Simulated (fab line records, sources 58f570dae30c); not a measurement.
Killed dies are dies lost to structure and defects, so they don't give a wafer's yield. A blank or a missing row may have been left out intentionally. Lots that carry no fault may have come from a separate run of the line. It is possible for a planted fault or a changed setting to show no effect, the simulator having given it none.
Which of the tools did it? / flow berkeley cmos170 / 42 wafers from 14 lots sampled at 2 of the route's 331 steps

## WHAT THE GAUGES SHOWED, per wafer
UCB170_NLDD_CD_MEAS_06: the cd target is 1200 nm. Usual: cd nm 1199.5 nm, standard deviation 1.4.
lot=L650; measured=day 7 14:42; on=cd sem-02; cd nm (nm)=1199.9 1198.9 1199.8; flag=
lot=L653; measured=day 8 03:11; on=cd sem-01; cd nm (nm)=1199.5 1199.7 1198.2; flag=
lot=L654; measured=day 8 03:28; on=cd sem-02; cd nm (nm)=1199.1 1199.8 1199.2; flag=
lot=L655; measured=day 8 04:05; on=cd sem-02; cd nm (nm)=1199.0 1198.8 1198.8; flag=
lot=L658; measured=day 9 13:49; on=cd sem-02; cd nm (nm)=1193.8 1195.0 1194.4; flag=OFF
lot=L664; measured=day 10 03:56; on=cd sem-02; cd nm (nm)=1198.4 1199.3 1198.4; flag=
lot=L662; measured=day 10 04:06; on=cd sem-01; cd nm (nm)=1193.6 1191.9 1192.4; flag=OFF
lot=L666; measured=day 11 03:59; on=cd sem-01; cd nm (nm)=1198.0 1198.4 1197.9; flag=
lot=L667; measured=day 11 04:58; on=cd sem-01; cd nm (nm)=1199.1 1199.2 1198.8; flag=
lot=L668; measured=day 11 05:05; on=cd sem-01; cd nm (nm)=1202.2 1199.7 1200.7; flag=
lot=L669; measured=day 11 19:28; on=cd sem-02; cd nm (nm)=1199.6 1199.3 1200.0; flag=
lot=L670; measured=day 12 08:42; on=cd sem-01; cd nm (nm)=1199.8 1201.0 1201.0; flag=
lot=L672; measured=day 12 15:48; on=cd sem-02; cd nm (nm)=1197.5 1198.2 1197.5; flag=
lot=L671; measured=day 12 20:27; on=cd sem-01; cd nm (nm)=1199.5 1200.0 1199.0; flag=

## EACH LOT AND THE TOOL THAT RAN IT (in order: tool; ch and the chambers of the sampled wafers; start)
lot=L650; UCB170_NLDD_COAT_01=litho track-02 ch 0, day 7 14:01
lot=L653; UCB170_NLDD_COAT_01=litho track-04 ch 0, day 8 01:25
lot=L654; UCB170_NLDD_COAT_01=litho track-03 ch 0, day 8 01:43
lot=L655; UCB170_NLDD_COAT_01=litho track-02 ch 0, day 8 03:04
lot=L658; UCB170_NLDD_COAT_01=litho track-04 ch 0, day 9 12:52
lot=L664; UCB170_NLDD_COAT_01=litho track-03 ch 0, day 10 02:39
lot=L662; UCB170_NLDD_COAT_01=litho track-04 ch 0, day 10 02:53
lot=L666; UCB170_NLDD_COAT_01=litho track-03 ch 0, day 11 02:50
lot=L667; UCB170_NLDD_COAT_01=litho track-02 ch 0, day 11 03:34
lot=L668; UCB170_NLDD_COAT_01=litho track-02 ch 0, day 11 04:01
lot=L669; UCB170_NLDD_COAT_01=litho track-03 ch 0, day 11 18:40
lot=L670; UCB170_NLDD_COAT_01=litho track-02 ch 0, day 12 07:53
lot=L672; UCB170_NLDD_COAT_01=litho track-02 ch 0, day 12 14:53
lot=L671; UCB170_NLDD_COAT_01=litho track-04 ch 0, day 12 19:38
- UCB170_NLDD_COAT_01: resist thk 900 nm.

## AS READ BY THE TOOLS THEMSELVES (means over the sampled wafers that have a number; for cases with no such wafer, the mark the record gives instead)
UCB170_NLDD_COAT_01. Usual: dispense pressure kPa 53 kPa, standard deviation 3.2; spin speed rpm 1500.1 rpm, standard deviation 0.92.
lot=L650; tool=litho track-02; dispense pressure kPa (kPa)=57; spin speed rpm (rpm)=1500.1; flag=
lot=L653; tool=litho track-04; dispense pressure kPa (kPa)=50; spin speed rpm (rpm)=1500.4; flag=
lot=L654; tool=litho track-03; dispense pressure kPa (kPa)=51; spin speed rpm (rpm)=1499.9; flag=
lot=L655; tool=litho track-02; dispense pressure kPa (kPa)=57; spin speed rpm (rpm)=1500.5; flag=
lot=L658; tool=litho track-04; dispense pressure kPa (kPa)=50; spin speed rpm (rpm)=1499.6; flag=
lot=L664; tool=litho track-03; dispense pressure kPa (kPa)=51; spin speed rpm (rpm)=1499.9; flag=
lot=L662; tool=litho track-04; dispense pressure kPa (kPa)=50; spin speed rpm (rpm)=1500.2; flag=
lot=L666; tool=litho track-03; dispense pressure kPa (kPa)=51; spin speed rpm (rpm)=1499.9; flag=
lot=L667; tool=litho track-02; dispense pressure kPa (kPa)=57; spin speed rpm (rpm)=1499.9; flag=
lot=L668; tool=litho track-02; dispense pressure kPa (kPa)=57; spin speed rpm (rpm)=1500.0; flag=
lot=L669; tool=litho track-03; dispense pressure kPa (kPa)=51; spin speed rpm (rpm)=1499.9; flag=
lot=L670; tool=litho track-02; dispense pressure kPa (kPa)=57; spin speed rpm (rpm)=1499.7; flag=
lot=L672; tool=litho track-02; dispense pressure kPa (kPa)=57; spin speed rpm (rpm)=1500.0; flag=
lot=L671; tool=litho track-04; dispense pressure kPa (kPa)=50; spin speed rpm (rpm)=1500.3; flag=

## THE ANSWER, worked out from the rows above alone
Rule: lot off if the mean of its wafers having a number is beyond 3 standard deviations from the usual mean. Also off: a lot with no number at a reading for which 4 or more lots have one. Where the step has rows for the other lots, those lots are counted as sound. Order of review: gauges by route order, followed by the tools' own readings, for which a lot's mean as printed above is used. The first step at which some lot is off is used, and at that step the reading that is off furthest; a lot without a number counts as furthest.
Off: L658, L662, at UCB170_NLDD_CD_MEAS_06 (cd nm).
A tool fits if, at a process step before that reading, it ran every lot that is off, and no sound lot after the first of them. Those tools and the gauges at UCB170_NLDD_CD_MEAS_06 are tried in the same way. No candidate that was tried fits.

## WHAT WAS PUT IN BY THE SIMULATOR
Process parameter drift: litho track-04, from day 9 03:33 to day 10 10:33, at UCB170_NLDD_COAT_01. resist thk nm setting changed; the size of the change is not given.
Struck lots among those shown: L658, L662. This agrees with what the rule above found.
